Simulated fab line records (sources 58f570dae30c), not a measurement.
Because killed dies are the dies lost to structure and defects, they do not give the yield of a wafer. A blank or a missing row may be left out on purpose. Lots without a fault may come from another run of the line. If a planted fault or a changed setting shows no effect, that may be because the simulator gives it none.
The same fault as seen by 2 desks ; flow berkeley cmos170 ; what lay behind the numbers comes last; until then each desk has only its own

TOOL OWNER'S DESK, lpcvd-01
The tool's own readings at UCB170_GATE_CVD_04 (deposits poly-Si from SiH4, time 1440 s, target thk 214 nm): means of the sampled wafers that have a number, for each lot that ran on this tool. If a lot's mean is further than 4 standard deviations from the usual mean, the lot is out of limits and carries the mark OUT (the distance appears in the brackets).
Columns: A = spike tc centre C at UCB170_GATE_CVD_04, usual 612.5 C; B = spike tc load C at UCB170_GATE_CVD_04, usual 631.3 C; C = spike tc source C at UCB170_GATE_CVD_04, usual 630 C; D = susceptor temp C at UCB170_GATE_CVD_04, usual 609.9 C; E = zone power load pct at UCB170_GATE_CVD_04, usual 11.1 %
lot;first seen here;A;B;C;D;E
L771;day 6 09:49;612.6;632.4;624;609.7;10.6
L778;day 8 08:41;611.5;626.3;634;610.1;11.8
L779;day 8 08:41;611.3;627.2;634;610.4;11.8
L780;day 8 08:41;611.0;627.2;635;610.1;11.8
L782;day 8 19:05;583.0 (-23) OUT;602.9 (-9.8) OUT;592 (-9.0) OUT;580.3 (-99) OUT;9.6
L784;day 9 21:22;584.4 (-22) OUT;602.0 (-10) OUT;594 (-8.7) OUT;580.4 (-98) OUT;9.6
This desk's finding: out of limits on L782, L784; first on L782, day 8 19:05 (spike tc centre C at UCB170_GATE_CVD_04). Within limits: L771, L778, L779, L780.

FROM THE METROLOGY DESK
Lot by lot, what the gauges showed, no matter which tool ran the lot: averages of those sampled wafers that carry a number. If a lot's mean is further than 4 standard deviations from the usual mean, the lot is out of limits and carries the mark OUT (the distance appears in the brackets).
Columns: A = PFIELD_TW at UCB170_PFIELD_TW_MEAS_09, usual 598; B = SCREENOX_OXIDE_THK at UCB170_SCREENOX_THK_MEAS_02, usual 14.42 nm; C = GATE_POLY_THK at UCB170_GATE_THK_MEAS_05, usual 213.9 nm; D = cd nm at UCB170_GATE_CD_MEAS_90, usual 349.3 nm
lot;first seen here;A;B;C;D
L771;day 4 09:03;601;14.46;212.1;349.8
L774;day 5 05:10;590;14.56;213.3;347.8
L773;day 5 05:29;601;14.50;213.5;347.9
L772;day 5 05:43;607;14.14;214.9;348.6
L777;day 5 18:07;591;14.16;216.3;348.6
L778;day 6 05:20;599;14.01;212.0;350.4
L779;day 6 05:32;594;14.25;212.1;350.2
L780;day 6 06:14;605;14.04;213.8;347.9
L782;day 6 18:36;595;14.24;101.7 (-53) OUT;347.3
L784;day 7 14:28;599;14.69;98.5 (-55) OUT;347.7
L789;day 8 12:41;589;14.80;216.5;348.6
L790;day 8 20:29;602;14.51;215.3;353.2
L791;day 8 20:47;590;14.60;215.4;348.1
L794;day 9 18:06;591;14.43;218.4;350.5
Per this desk, out of limits: L782, L784; the first was L782, day 8 20:31 (GATE_POLY_THK at UCB170_GATE_THK_MEAS_05). Within limits: L771, L774, L773, L772, L777, L778, L779, L780, L789, L790, L791, L794.

PUT TOGETHER
The tool owner's desk had the chance to raise an alarm at day 8 19:05 on L782, L784.
At day 8 20:31 the metrology desk could have sounded an alarm, on L782, L784.
Of the lots named, all ran UCB170_GATE_CVD_04 on lpcvd-01.

WHAT WAS PUT IN BY THE SIMULATOR
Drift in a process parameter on lpcvd-01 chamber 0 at UCB170_GATE_CVD_04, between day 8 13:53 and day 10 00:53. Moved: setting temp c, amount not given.
Lots struck among those shown: L782, L784.
Fault start to first reading out of limits, in hours, per desk: tool owner, 5; metrology, 7.
